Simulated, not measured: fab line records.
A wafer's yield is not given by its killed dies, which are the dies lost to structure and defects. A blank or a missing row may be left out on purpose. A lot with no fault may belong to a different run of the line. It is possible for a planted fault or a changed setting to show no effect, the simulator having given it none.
A struck lot beside a sound one | flow rit_cmos | 15 steps out of a route of 202
Sound: these wafers, L765.3, L765.5, L765.6. Wafers L774.1, L774.3, L774.5 were the ones struck. Last of all comes the cause.
At each step with rows: each side's tool, then ch and its chambers, then its first start. Under that, the readings that differ: sound wafers | struck wafers | difference of the means | sigmas: that difference in standard deviations of wafers without a fault.
alike: readings whose means differ by less than 2 such deviations, and words and numbers that are the same on both sides. not compared: withheld readings, readings that some wafer has no value for, bounds like >300 that may hide the same value, and numbers for which the record gives no deviation and whose values overlap.
The two part at a step that has a row with sigmas, a row that says differs or no value, or rows on one side only. When numbers do not overlap yet have no deviation, they are printed without sigmas and do not part them. A reading missing from all wafers of one side parts the sides only when that side holds two or more wafers.

first, 2 steps without rows for these wafers: RIT_PLDD_HARDBAKE_07 (time 60 s); RIT_PLDD_IMPLANT_08.
RIT_PLDD_STRIP_09: strips in O2, time 180 s.
  sound on plasma_asher-02 ch 0,1, day 3 12:08; struck on plasma_asher-04 ch 0,1, day 5 09:11
  alike: drypump_motor_current_A
  not compared: rf_hours_counter_h
RIT_PLDD_TW_MEAS_10:
  struck on film_metro-02, day 5 09:22; sound on film_metro-03, day 3 12:16
  alike: PLDD_TW
then, 4 steps without rows for these wafers: RIT_SPACER_CLEAN_00 (cleans in SC1, time 600 s); RIT_SPACER_CLEAN_01 (cleans in dHF, time 30 s); RIT_SPACER_CLEAN_02 (cleans in SC2, time 600 s); RIT_SPACER_CVD_03 (deposits Si3N4 from SiH2Cl2/NH3, target thk 250 nm, time 3300 s).
RIT_SPACER_THK_MEAS_04:
  struck on film_metro-02, day 5 11:42; sound on film_metro-03, day 3 14:37
  alike: SPACER_NITRIDE_THK
RIT_SPACER_ETCHBACK_05: etches Si3N4 in SF6/CHF3, stops on SiO2, target depth 250 nm, time 240 s.
  sound on rie_diel-01 ch 0,2,3, day 3 14:39; struck on rie_diel-04 ch 0,1,3, day 5 11:46
  alike: drypump_motor_current_A, oes_product_au, throttle_valve_pct
  not compared: rf_hours_counter_h
then, 2 steps without rows for these wafers: RIT_NSD_HMDS_00 (prime time 60 s); RIT_NSD_COAT_01 (resist thk 1000 nm).
RIT_NSD_SOFTBAKE_02: time 60 s.
  sound on litho_track-03 ch 0, day 3 15:09; struck on litho_track-04 ch 0, day 5 12:13
  reading                  | sound             | struck            | difference | sigmas
  heater_power_total_W (W) | 34.49 34.49 34.49 | 33.72 33.76 33.66 | -0.78      | -16
  plate_temp_C (C)         | 90.12 89.74 89.94 | 88.23 88.37 88.20 | -1.67      | -14
  alike: chill_plate_temp_C
then, 1 step without rows for these wafers: RIT_NSD_EXPOSE_03 (exposes mask M9, target cd 40700 nm).
RIT_M1_PROBE_99:
  struck on prober-01, day 5 23:11; sound on prober-02, day 4 02:23
  alike: killed_at_contacts, killed_at_front_end, killed_dies, killed_open, killed_short

## WHERE THEY PART
Only at RIT_NSD_SOFTBAKE_02, within this record. Later steps at which nothing parts them and some readings are alike: RIT_M1_PROBE_99.

WHY: what had been put in by the simulator
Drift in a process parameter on litho_track-04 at RIT_NSD_SOFTBAKE_02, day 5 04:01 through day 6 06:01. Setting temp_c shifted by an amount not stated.
